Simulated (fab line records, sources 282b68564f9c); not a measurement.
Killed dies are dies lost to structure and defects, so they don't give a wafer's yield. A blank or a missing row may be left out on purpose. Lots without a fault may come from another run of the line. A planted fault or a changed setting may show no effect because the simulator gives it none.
Which tool did it? | flow rit_cmos | 14 lots, 42 wafers sampled, at 3 steps of a route of 202

WHAT THE GAUGES READ, wafer by wafer
RIT_NRETRO_TW_MEAS_10. Usual: NRETRO_TW 1061, standard deviation 16.
lot  | measured    | on            | NRETRO_TW      | flag
L121 | day 2 06:28 | film_metro-02 | 1032 1034 1036 |
L122 | day 2 10:48 | film_metro-04 | 1061 1059 1065 |
L124 | day 2 20:43 | film_metro-01 | 1082 1076 1076 |
L125 | day 3 02:52 | film_metro-01 | 1083 1080 1080 |
L126 | day 3 08:02 | film_metro-04 | 1064 1062 1064 |
L127 | day 3 13:23 | film_metro-02 | 1037 1037 1032 |
L131 | day 4 08:23 | film_metro-04 | 1062 1057 1060 |
L132 | day 4 13:48 | film_metro-04 | 1068 1060 1057 |
L135 | day 5 05:26 | film_metro-04 | 1191 1188 1182 | OFF
L137 | day 5 14:19 | film_metro-01 | 1212 1206 1204 | OFF
L139 | day 6 00:16 | film_metro-02 | 1026 1032 1034 |
L141 | day 6 10:41 | film_metro-01 | 1086 1082 1080 |
L143 | day 6 21:06 | film_metro-01 | 1086 1079 1090 |
L144 | day 7 01:05 | film_metro-04 | 1055 1048 1060 |

RIT_SDANNEAL_RS_MEAS_04: measures by four-point-probe. Usual: PSD_RS 115.91 ohm/sq, standard deviation 0.27.
lot  | measured    | on            | PSD_RS (ohm/sq)      | flag
L121 | day 3 02:50 | film_metro-04 | 115.79 115.79 115.64 |
L122 | day 3 06:32 | film_metro-01 | 115.74 115.70 115.64 |
L124 | day 3 17:04 | film_metro-04 | 115.76 115.92 116.01 |
L125 | day 3 23:04 | film_metro-02 | 116.07 115.92 115.34 |
L126 | day 4 06:23 | film_metro-02 | 115.69 115.84 115.85 |
L127 | day 4 08:28 | film_metro-04 | 115.66 115.29 115.51 |
L131 | day 5 03:25 | film_metro-02 | 116.01 116.02 115.93 |
L132 | day 5 09:44 | film_metro-01 | 116.06 116.19 116.18 |
L135 | day 6 01:38 | film_metro-04 | 115.32 115.61 115.65 |
L137 | day 6 10:25 | film_metro-04 | 115.95 115.81 116.20 |
L139 | day 6 20:41 | film_metro-04 | 115.82 116.12 115.88 |
L141 | day 7 06:21 | film_metro-04 | 115.63 115.91 115.81 |
L143 | day 7 17:05 | film_metro-01 | 115.71 115.52 115.86 |
L144 | day 7 21:33 | film_metro-04 | 116.18 116.23 116.15 |

WHICH TOOL RAN EACH LOT (tool, then ch and the chambers of the sampled wafers, then the start)
lot  | RIT_NRETRO_IMPLANT_08
L121 | implanter-01 ch 0, day 2 06:08
L122 | implanter-03 ch 0, day 2 10:30
L124 | implanter-03 ch 0, day 2 20:23
L125 | implanter-03 ch 0, day 3 02:32
L126 | implanter-03 ch 0, day 3 07:44
L127 | implanter-01 ch 0, day 3 13:05
L131 | implanter-01 ch 0, day 4 08:04
L132 | implanter-03 ch 0, day 4 13:29
L135 | implanter-01 ch 0, day 5 05:08
L137 | implanter-01 ch 0, day 5 13:59
L139 | implanter-02 ch 0, day 5 23:57
L141 | implanter-02 ch 0, day 6 10:23
L143 | implanter-03 ch 0, day 6 20:47
L144 | implanter-03 ch 0, day 7 00:47
- RIT_NRETRO_IMPLANT_08

WHAT THE TOOLS THEMSELVES READ (means of the sampled wafers that have a number; where no wafer has one, the mark that the record gives instead)
RIT_NRETRO_IMPLANT_08. Usual: beam_on_s 10.01 s, standard deviation 0.18; faraday_current_uA 31.7, standard deviation 0.59.
lot  | tool         | beam_on_s (s) | faraday_current_uA | flag
L121 | implanter-01 | 9.97          | 31.8               |
L122 | implanter-03 | 10.05         | 31.5               |
L124 | implanter-03 | 9.87          | 32.1               |
L125 | implanter-03 | 9.82          | 32.4               |
L126 | implanter-03 | 10.01         | 31.7               |
L127 | implanter-01 | 10.10         | 31.4               |
L131 | implanter-01 | 10.03         | 31.6               |
L132 | implanter-03 | 10.10         | 31.4               |
L135 | implanter-01 | 14.40         | 22.0               | OFF
L137 | implanter-01 | 14.07         | 22.6               | OFF
L139 | implanter-02 | 9.94          | 31.9               |
L141 | implanter-02 | 9.88          | 32.1               |
L143 | implanter-03 | 10.13         | 31.4               |
L144 | implanter-03 | 10.14         | 31.3               |

THE ANSWER, worked out from the rows above alone
Rule: a lot is off if the mean of its wafers that have a number lies more than 3 standard deviations from the usual mean. A lot without any number at a reading at which 4 lots or more have one is off too. The other lots that the step has rows for count as sound. The gauges are gone through in route order, then the tools' own readings, and for those a lot's mean is taken as printed above. The first step at which some lot is off is used, and at that step the reading that is off furthest; a lot without a number counts as furthest.
Off: L135, L137, at RIT_NRETRO_TW_MEAS_10 (NRETRO_TW).
A tool fits if, at a process step before that reading, it ran every lot that is off, and no sound lot after the first of them. The gauges at RIT_NRETRO_TW_MEAS_10 aren't tried: what is off there is off at RIT_NRETRO_IMPLANT_08 too, on other tools, and a gauge's error can't cause that. One fits: implanter-01 at RIT_NRETRO_IMPLANT_08. Its last sound lot is L131 (day 4 08:04), its first lot that is off L135 (day 5 05:08): a fault that began between those two fits.
The tool's own readings at RIT_NRETRO_IMPLANT_08 bear it out: on the lots that are off they differ by more than 5 times the standard deviation of the sound lots' means. beam_on_s reads 14.23 s there against 10.00 s on the sound lots; faraday_current_uA reads 22.3 there against 31.7 on the sound lots.

WHAT THE SIMULATOR HAD PUT IN
Process parameter drift: implanter-01, from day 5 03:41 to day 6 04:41, at RIT_NRETRO_IMPLANT_08. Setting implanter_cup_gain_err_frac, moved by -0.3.
Lots struck among those shown: L135, L137. The rule above found the same.
